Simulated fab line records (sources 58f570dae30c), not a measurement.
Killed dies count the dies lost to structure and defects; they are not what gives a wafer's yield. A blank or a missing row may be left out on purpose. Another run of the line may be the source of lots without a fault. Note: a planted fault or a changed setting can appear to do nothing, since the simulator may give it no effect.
Struck lot and sound lot, side by side ; flow berkeleyCmos170 ; 24 out of 331 route steps
Sound: wafers L324.1, L324.3, L324.5. Struck: wafers L341.1, L341.4, L341.5. At the end, the cause is stated.
For every step that has rows: the tool of each side, followed by ch and its chambers, followed by its first start. Under that, the readings that differ: sound wafers ; struck wafers ; difference of the means ; sigmas: that difference in standard deviations of wafers without a fault.
alike: readings with means less than 2 such deviations apart, plus words and numbers identical on both sides. not compared: withheld readings, readings lacking a value on some wafer, bounds such as >300 that could conceal the same value, and numbers that have no deviation in the record and whose values overlap.
A row with sigmas, a row that says differs or no value, or rows on one side alone: a step with any of these is where the two part. Numbers that don't overlap but have no deviation are shown without sigmas and don't part them. Lack of a reading on every wafer of one side parts them only where that side has two or more wafers.

first, 6 steps without rows for these wafers: UCB170_ZERO_HMDS_00 (prime time 60 s); UCB170_ZERO_COAT_01 (resist thk 900 nm); UCB170_ZERO_SOFTBAKE_02 (time 60 s); UCB170_ZERO_EXPOSE_03 (exposes mask PM MARKS, target cd 4000 nm); UCB170_ZERO_PEB_04; UCB170_ZERO_DEVELOP_05 (develop time 45 s).
UCB170_ZERO_ETCH_06: etches SiO2 in CHF3/CF4/Ar, time 12 s.
  sound on rieDiel-03 ch 0,2, day 2 18:05; struck on rieDiel-04 ch 0,2, day 6 11:02
reading;sound;struck;difference;sigmas
throttleValvePct (%);9.13 8.98 8.97;9.16 9.41 9.42;+0.30;+2
  alike: cf4FlowSccm, drypumpMotorCurrentA, oesProductAu, rfFwdPowerW
  not compared: rfHoursCounterH
UCB170_ZERO_STRIP_07: strips in O2.
  sound on plasmaAsher-02 ch 0, day 2 18:06; struck on plasmaAsher-04 ch 1, day 6 11:04
  alike: drypumpMotorCurrentA, oesProductAu, stripTimeToEndpointS
  not compared: rfHoursCounterH
then, 2 steps without rows for these wafers: UCB170_NWELL_WET_ETCH_00 (etches SiO2 in dHF, time 200 s); UCB170_NWELL_OXIDATION_01 (target thk 26.4 nm, ox time 1260 s).
UCB170_NWELL_THK_MEAS_02:
  sound: filmMetro-04 at day 2 21:38; struck: filmMetro-01 at day 6 13:45
  alike: NWELL_OXIDE_THK
then, 1 step without rows for these wafers: UCB170_NWELL_ANNEAL_03 (time 900 s).
UCB170_NWELL_CVD_04: deposits Si3N4 from SiH2Cl2/NH3, target thk 224 nm, time 3360 s.
  sound on lpcvd-02 ch 1, day 3 02:42; struck on lpcvd-02 ch 0, day 6 18:16
  alike: spikeTcLoadC
UCB170_NWELL_THK_MEAS_05:
  sound: filmMetro-01 at day 3 04:38; struck: filmMetro-01 at day 6 20:13
reading;sound;struck;difference;sigmas
NWELL_NITRIDE_THK (nm);221.1 221.3 220.4;179.5 178.2 180.5;-41.5;-20
then, 6 steps without rows for these wafers: UCB170_NWELL_HMDS_06 (prime time 60 s); UCB170_NWELL_COAT_07 (resist thk 900 nm); UCB170_NWELL_SOFTBAKE_08 (time 60 s); UCB170_NWELL_EXPOSE_09 (exposes mask NWELL, target cd 3000 nm); UCB170_NWELL_PEB_10; UCB170_NWELL_DEVELOP_11 (develop time 45 s).
UCB170_NWELL_OVL_MEAS_12:
  sound: overlay-01 at day 3 06:14; struck: overlay-01 at day 6 21:50
  alike: NWELL_OVL
UCB170_NWELL_ETCH_13: etches Si3N4 in CH3F/Ar/O2, stops on SiO2, target depth 246.4 nm, time 154 s.
  sound on rieDiel-02 ch 0,2,3, day 3 06:16; struck on rieDiel-03 ch 1,2,3, day 6 21:52
reading;sound;struck;difference;sigmas
oesProductAu (a.u.);0.950 0.930 0.917;0.827 0.851 0.837;-0.094;-9
  alike: drypumpMotorCurrentA, rfFwdPowerW, throttleValvePct
  not compared: rfHoursCounterH
after that, 1 step had no rows for these wafers: UCB170_NWELL_IMPLANT_14.
-- the record jumps here: 5 days lie between the struck wafers' starts before and after (it left off in module NWELL and takes up again in module M3, whose first step shown is number 331 of the route) --
UCB170_M3_PROBE_99:
  rows exist in the record for the struck wafers here (prober-01, day 12 04:04), but not for the sound ones

## WHERE THEY PART
At UCB170_ZERO_ETCH_06 first; at UCB170_M3_PROBE_99 last (within this record only).

WHY: what had been put in by the simulator
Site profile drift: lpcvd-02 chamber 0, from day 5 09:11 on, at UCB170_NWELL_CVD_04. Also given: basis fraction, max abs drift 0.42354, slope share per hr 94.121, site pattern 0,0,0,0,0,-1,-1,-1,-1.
